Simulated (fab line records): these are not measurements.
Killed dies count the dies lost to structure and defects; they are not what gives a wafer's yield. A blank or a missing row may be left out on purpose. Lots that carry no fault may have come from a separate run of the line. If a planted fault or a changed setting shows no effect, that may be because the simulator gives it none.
Which tool did it? | flow rit_cmos | 14 lots, 42 wafers sampled, at 3 steps of a route of 202

WHAT EACH GAUGE READ, for each wafer
RIT_PWELL_TW_MEAS_10. Usual: PWELL_TW gives 954 (standard deviation 5.4).
lot  | measured    | on            | PWELL_TW                | flag
L155 | day 1 23:05 | film_metro-04 | 955 954 954             |
L156 | day 2 03:51 | film_metro-02 | 961 959 962             |
L157 | day 2 10:12 | film_metro-04 | 943 948 949             |
L158 | day 2 13:28 | film_metro-03 | 952 959 957             |
L159 | day 2 19:44 | film_metro-03 | 957 952 955             |
L160 | day 3 00:09 | film_metro-02 | 957 953 957             |
L162 | day 3 09:40 | film_metro-03 | 962 963 964             |
L163 | day 3 15:18 | film_metro-03 | 957 960 964             |
L165 | day 4 00:36 | film_metro-02 | 963 952 961             |
L169 | day 4 20:32 | film_metro-02 | 924 919 920 919 916 921 | OFF
L171 | day 5 06:34 | film_metro-02 | 925 920 924 925 921 924 | OFF
L173 | day 5 17:50 | film_metro-04 | 946 943 948             |
L175 | day 6 02:25 | film_metro-04 | 948 948 953             |
L177 | day 6 16:30 | film_metro-04 | 952 952 951             |

RIT_WELLDRIVE_RS_MEAS_02: the measuring method here is four-point-probe. Usual: PWELL_RS gives 429.5 ohm/sq (standard deviation 1.1).
lot  | measured    | on            | PWELL_RS (ohm/sq)                   | flag
L155 | day 2 04:21 | film_metro-04 | 430.0 429.2 429.7                   |
L156 | day 2 09:07 | film_metro-03 | 429.8 429.8 429.7                   |
L157 | day 2 15:29 | film_metro-04 | 429.8 429.5 430.0                   |
L158 | day 2 18:58 | film_metro-02 | 428.6 430.5 430.2                   |
L159 | day 3 01:01 | film_metro-04 | 430.5 431.0 429.9                   |
L160 | day 3 05:25 | film_metro-04 | 429.0 427.9 429.2                   |
L162 | day 3 14:57 | film_metro-04 | 431.9 431.2 431.2                   |
L163 | day 3 21:17 | film_metro-03 | 431.4 430.2 431.1                   |
L165 | day 4 07:13 | film_metro-04 | 428.5 429.9 429.8                   |
L169 | day 5 09:38 | film_metro-03 | 461.1 463.1 461.0 461.0 462.6 461.6 | OFF
L171 | day 5 15:31 | film_metro-03 | 460.3 463.3 462.6 460.8 463.7 462.7 | OFF
L173 | day 5 23:06 | film_metro-02 | 428.8 429.2 429.0                   |
L175 | day 6 07:41 | film_metro-03 | 428.6 427.9 429.0                   |
L177 | day 6 21:49 | film_metro-03 | 431.1 429.2 429.3                   |

EACH LOT AND THE TOOL THAT RAN IT (in order: tool; ch and the chambers of the sampled wafers; start)
lot  | RIT_PWELL_IMPLANT_08
L155 | implanter-03 ch 0, day 1 22:46
L156 | implanter-04 ch 0, day 2 03:32
L157 | implanter-04 ch 0, day 2 09:53
L158 | implanter-02 ch 0, day 2 13:11
L159 | implanter-04 ch 0, day 2 19:26
L160 | implanter-03 ch 0, day 2 23:49
L162 | implanter-04 ch 0, day 3 09:22
L163 | implanter-04 ch 0, day 3 14:58
L165 | implanter-04 ch 0, day 4 00:16
L169 | implanter-03 ch 0, day 4 20:13
L171 | implanter-03 ch 0, day 5 06:16
L173 | implanter-04 ch 0, day 5 17:31
L175 | implanter-04 ch 0, day 6 02:05
L177 | implanter-04 ch 0, day 6 16:11
- RIT_PWELL_IMPLANT_08

WHAT THE TOOLS THEMSELVES READ (means of the sampled wafers that have a number; where no wafer has one, the mark that the record gives instead)
RIT_PWELL_IMPLANT_08. Usual: beam_on_s 9.98 s, standard deviation 0.19; dose_ions_cm2 6.999e+13, standard deviation 7.2e+10; faraday_current_uA 222, standard deviation 4.2.
lot  | tool         | beam_on_s (s) | dose_ions_cm2 | faraday_current_uA | flag
L155 | implanter-03 | 10.00         | 7.006e+13     | 222                |
L156 | implanter-04 | 9.78          | 7.004e+13     | 227                |
L157 | implanter-04 | 9.83          | 6.998e+13     | 226                |
L158 | implanter-02 | 9.98          | 6.995e+13     | 222                |
L159 | implanter-04 | 10.01         | 7.005e+13     | 222                |
L160 | implanter-03 | 10.09         | 6.995e+13     | 220                |
L162 | implanter-04 | 10.19         | 7.006e+13     | 218                |
L163 | implanter-04 | 9.94          | 7.000e+13     | 223                |
L165 | implanter-04 | 10.28         | 6.999e+13     | 215                |
L169 | implanter-03 | 8.89          | 6.998e+13     | 249                | OFF
L171 | implanter-03 | 8.86          | 7.002e+13     | 251                | OFF
L173 | implanter-04 | 9.97          | 6.995e+13     | 223                |
L175 | implanter-04 | 9.93          | 6.990e+13     | 224                |
L177 | implanter-04 | 10.16         | 7.000e+13     | 219                |

THE ANSWER, worked out from the rows above alone
Rule: a lot is off if the mean of its wafers that have a number lies more than 3 standard deviations from the usual mean. A lot without any number at a reading at which 4 lots or more have one is off too. All remaining lots with rows at the step are treated as sound. Order of review: gauges by route order, followed by the tools' own readings, for which a lot's mean as printed above is used. The first step at which some lot is off is used, and at that step the reading that is off furthest; a lot without a number counts as furthest.
Off: at RIT_PWELL_TW_MEAS_10 (PWELL_TW), L169, L171.
If a tool, at a process step before that reading, ran all the lots that are off and no sound lot after the first of them, it fits. Not tried: the gauges at RIT_PWELL_TW_MEAS_10; whatever is off there is also off at RIT_WELLDRIVE_RS_MEAS_02, on other tools, and gauge error can't account for it. One fits: RIT_PWELL_IMPLANT_08 on implanter-03. Its last sound lot is L160 (day 2 23:49), its first lot that is off L169 (day 4 20:13): a fault that began between those two fits.
The tool's own readings at RIT_PWELL_IMPLANT_08 bear it out: on the lots that are off they differ by more than 5 times the standard deviation of the sound lots' means. beam_on_s reads 8.88 s there against 10.01 s on the sound lots; faraday_current_uA reads 250 there against 222 on the sound lots.

WHAT THE SIMULATOR HAD PUT IN
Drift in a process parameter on implanter-03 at RIT_PWELL_IMPLANT_08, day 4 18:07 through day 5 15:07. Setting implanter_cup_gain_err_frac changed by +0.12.
Shown lots that were struck: L169, L171. The rule above reached the same finding.
